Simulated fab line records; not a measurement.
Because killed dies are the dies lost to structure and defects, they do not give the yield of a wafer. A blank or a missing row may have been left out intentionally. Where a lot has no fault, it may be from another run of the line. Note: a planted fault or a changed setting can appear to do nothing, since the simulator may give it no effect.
Lot-split experiment ; flow berkeleyCmos170 ; route with 331 steps; 5 lots, 23 wafers read

== SPLIT DETAILS ==
At UCB170_SACOX_OXIDATION_01 (target thk 14.4 nm, ox time 2400 s), the setting oxTimeS was moved away from the recipe's 2400 s on 5 of the 23 wafers read, by -11.3%. All remaining wafers had this setting at the recipe value.

There is no step in the file separating the split from the reading.

== THE READING ==
SACOX_OXIDE_THK in nanometres, read at UCB170_SACOX_THK_MEAS_02. Fault-free wafers of this fab line usually give 14.65 nm, standard deviation 0.25 nm.

wafer;tool, chamber at the split;oxTimeS as run, s;against the recipe;SACOX_OXIDE_THK, nm;against lot-mates on the recipe
L074.2;-, -;2129;-11.3%;13.10;no lot-mate on the recipe
L074.3;-, -;2129;-11.3%;13.09;no lot-mate on the recipe
L074.4;-, -;2129;-11.3%;13.21;no lot-mate on the recipe
L074.5;-, -;2129;-11.3%;13.33;no lot-mate on the recipe
L074.6;-, -;2129;-11.3%;13.16;no lot-mate on the recipe
L075.1;-, -;2400;recipe;14.75;-
L075.2;-, -;2400;recipe;14.58;-
L075.3;-, -;2400;recipe;14.80;-
L075.4;-, -;2400;recipe;14.66;-
L075.5;-, -;2400;recipe;14.61;-
L078.2;furnace-01, 0;2400;recipe;14.93;-
L078.3;furnace-01, 0;2400;recipe;15.41;-
L078.4;furnace-01, 0;2400;recipe;14.85;-
L076.2;-, -;2400;recipe;14.64;-
L076.3;-, -;2400;recipe;14.86;-
L076.4;-, -;2400;recipe;14.70;-
L076.5;-, -;2400;recipe;14.78;-
L076.6;-, -;2400;recipe;14.67;-
L085.1;-, -;2400;recipe;14.64;-
L085.3;-, -;2400;recipe;14.52;-
L085.4;-, -;2400;recipe;14.85;-
L085.5;-, -;2400;recipe;14.28;-
L085.6;-, -;2400;recipe;14.52;-

THE FIT
A straight line over all 23 wafers: SACOX_OXIDE_THK changes by +0.137 nm for each +1% of oxTimeS; r = +0.95; the points scatter about the line by 0.21 nm.
Too few moved wafers with a lot-mate on the recipe to fit a line net of each lot's own level.

== THE WHOLE CHAIN: every reading that the file lists as answering this split, in the file's order ==
step;what it does;reading;change (the file's fit);r (the file's)
UCB170_SACOX_OXIDATION_01;target thk 14.4 nm, ox time 2400 s;SiO2_of_SACOX_OXIDATION_01.thkNm (the simulator's own value, which no gauge read);+0.136 nm for each +1% of the setting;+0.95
UCB170_SACOX_THK_MEAS_02;;SACOX_OXIDE_THK;+0.137 for each +1% of the setting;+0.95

== FILE'S OWN FIT ==
SACOX_OXIDE_THK changes by +0.137 nm for each +1% of oxTimeS, r = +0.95.
